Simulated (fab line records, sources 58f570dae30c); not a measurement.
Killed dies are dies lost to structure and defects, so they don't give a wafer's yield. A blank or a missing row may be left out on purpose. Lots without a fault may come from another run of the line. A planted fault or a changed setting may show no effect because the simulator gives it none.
Split-lot experiment | flow berkeley_cmos170 | 5 lots, 17 wafers read, on a route of 331 steps

THE SPLIT
At UCB170_SDANNEAL_RTA_01 (time 5 s), the setting time_s was moved away from the recipe's 5 s on 6 of the 17 wafers read, by +8.2% to +13.9%. The other wafers ran this setting at the recipe's value.

FROM THE SPLIT TO THE READING: what the file shows between them, 2 steps
- UCB170_SDANNEAL_RS_MEAS_02: measures by four-point-probe
- UCB170_SDANNEAL_RS_MEAS_03: measures by four-point-probe

THE READING
PLDD_RS, in ohm/sq, at UCB170_SDANNEAL_RS_MEAS_04 (measures by four-point-probe). Fault-free wafers of this fab line usually give 1032.0 ohm/sq, standard deviation 2.3 ohm/sq.

wafer  | tool, chamber at the split | time_s as run, s | against the recipe | PLDD_RS, ohm/sq | against lot-mates on the recipe
L079.1 | rtp_anneal-02, 0           | 5.412            | +8.2%              | 1030.1          | -3.1
L079.2 | rtp_anneal-02, 0           | 5                | recipe             | 1033.0          | -
L079.4 | rtp_anneal-02, 0           | 5                | recipe             | 1033.3          | -
L079.5 | rtp_anneal-02, 0           | 5.412            | +8.2%              | 1028.9          | -4.2
L079.6 | rtp_anneal-02, 0           | 5.412            | +8.2%              | 1030.2          | -3.0
L080.1 | rtp_anneal-01, 0           | 5                | recipe             | 1031.1          | -
L080.5 | rtp_anneal-01, 0           | 5                | recipe             | 1030.9          | -
L083.1 | rtp_anneal-02, 0           | 5.697            | +13.9%             | 1029.1          | -3.2
L083.2 | rtp_anneal-02, 0           | 5.697            | +13.9%             | 1024.1          | -8.2
L083.4 | rtp_anneal-02, 0           | 5.697            | +13.9%             | 1027.7          | -4.6
L083.5 | rtp_anneal-02, 0           | 5                | recipe             | 1032.1          | -
L083.6 | rtp_anneal-02, 0           | 5                | recipe             | 1032.5          | -
L085.1 | rtp_anneal-01, 0           | 5                | recipe             | 1028.2          | -
L085.2 | rtp_anneal-01, 0           | 5                | recipe             | 1027.4          | -
L085.6 | rtp_anneal-01, 0           | 5                | recipe             | 1027.9          | -
L084.4 | rtp_anneal-01, 0           | 5                | recipe             | 1032.9          | -
L084.5 | rtp_anneal-01, 0           | 5                | recipe             | 1030.9          | -

THE FIT
A straight line over all 17 wafers: PLDD_RS changes by -0.256 ohm/sq for each +1% of time_s; r = -0.59; the points scatter about the line by 2.1 ohm/sq.
The same after taking each lot's own level away (the mean of its wafers on the recipe; 17 wafers): -0.389 ohm/sq for each +1%; r = -0.91; scatter 1.1 ohm/sq.
On that fit, the largest move of time_s shifts the reading by 5.4 ohm/sq.
The lots' own levels span 1027.83 to 1033.15 ohm/sq, that is 2.3 times the standard deviation above.
So the lot-to-lot level blurs the effect unless lot-mates are compared.
Check: with one of the wafers moved furthest among these (+13.9%) left out of the fit, the line predicts -6.19 ohm/sq for it against its lot-mates. It came out at -3.2 ohm/sq against them.

OTHER SPLITS ON THESE WAFERS
These wafers also went through other splits before the reading. Each is held against what the fit with the lots' levels taken away leaves over:
other split on the same wafers   | wafers away from the commonest value | r with PLDD_RS (lot level and that fit taken away)
UCB170_GATE_PEB_10 peb_temp_c    | 6                                    | -0.28
UCB170_NLDD_IMPLANT_08 dose_cm2  | 5                                    | -0.13
UCB170_PSD_COAT_01 spin_rpm      | 3                                    | +0.11
UCB170_NSD_COAT_01 resist_thk_nm | 7                                    | -0.41

THE WHOLE CHAIN: every reading that the file lists as answering this split, in the file's order
step                       | what it does                 | reading | change (the file's fit)             | r (the file's)
UCB170_SDANNEAL_RS_MEAS_02 | measures by four-point-probe | PSD_RS  | -0.159 for each +1% of the setting  | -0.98
UCB170_SDANNEAL_RS_MEAS_03 | measures by four-point-probe | NSD_RS  | -0.0305 for each +1% of the setting | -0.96
UCB170_SDANNEAL_RS_MEAS_04 | measures by four-point-probe | PLDD_RS | -0.392 for each +1% of the setting  | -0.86

THE FILE'S OWN FIT
PLDD_RS changes by -0.392 ohm/sq for each +1% of time_s, r = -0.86.
